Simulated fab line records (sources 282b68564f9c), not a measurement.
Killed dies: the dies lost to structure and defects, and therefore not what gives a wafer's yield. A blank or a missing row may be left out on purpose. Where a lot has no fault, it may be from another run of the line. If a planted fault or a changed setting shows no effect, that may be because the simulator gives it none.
Which tool is to blame?    flow rit-cmos    18 wafers from 6 lots sampled at 2 of the route's 202 steps

## WHAT EACH GAUGE READ, for each wafer
RIT_ACTIVE_THK_MEAS_04.
lot   measured     on             ACTIVE_NITRIDE_THK (nm)
L268  day 1 18:32  film-metro-04  150.1 152.3 150.4
L270  day 2 04:37  film-metro-01  152.0 152.1 151.5
L272  day 2 14:32  film-metro-01  151.3 151.1 151.8
L282  day 4 17:14  film-metro-01  148.5 149.2 149.9
L286  day 5 13:37  film-metro-04  148.4 151.3 150.2
L289  day 6 04:25  film-metro-02  150.0 150.3 150.0

## EACH LOT AND THE TOOL THAT RAN IT (in order: tool; ch and the chambers of the sampled wafers; start)
lot   RIT_ACTIVE_CVD_03
L268  lpcvd-01 ch 0, day 1 17:07
L270  lpcvd-01 ch 1, day 2 03:11
L272  lpcvd-01 ch 1, day 2 13:07
L282  lpcvd-02 ch 0, day 4 15:07
L286  lpcvd-02 ch 1, day 5 12:12
L289  lpcvd-01 ch 0, day 6 03:00
- RIT_ACTIVE_CVD_03: deposits Si3N4 from SiH2Cl2/NH3, target thk 150 nm, time 1500 s.

## THE ANSWER, worked out from the rows above alone
Rule: what is usual is taken from the lots themselves. The widest of any qualifying gaps counts: lots, ordered by their means at a reading, are off when they make up no more than a third of the lots, leave a main group of 4 or more, and stand apart from it by 3 or more times the standard deviation of that group's means. A main group is skipped when, at the precision printed for the reading in the tables above, its means are all equal. A lot without any number at a reading at which 4 lots or more have one is off too. Any other lot the step has rows for is counted as sound.
Nothing can be told from this: no lot is off at any reading shown.

## WHAT WAS PUT IN BY THE SIMULATOR
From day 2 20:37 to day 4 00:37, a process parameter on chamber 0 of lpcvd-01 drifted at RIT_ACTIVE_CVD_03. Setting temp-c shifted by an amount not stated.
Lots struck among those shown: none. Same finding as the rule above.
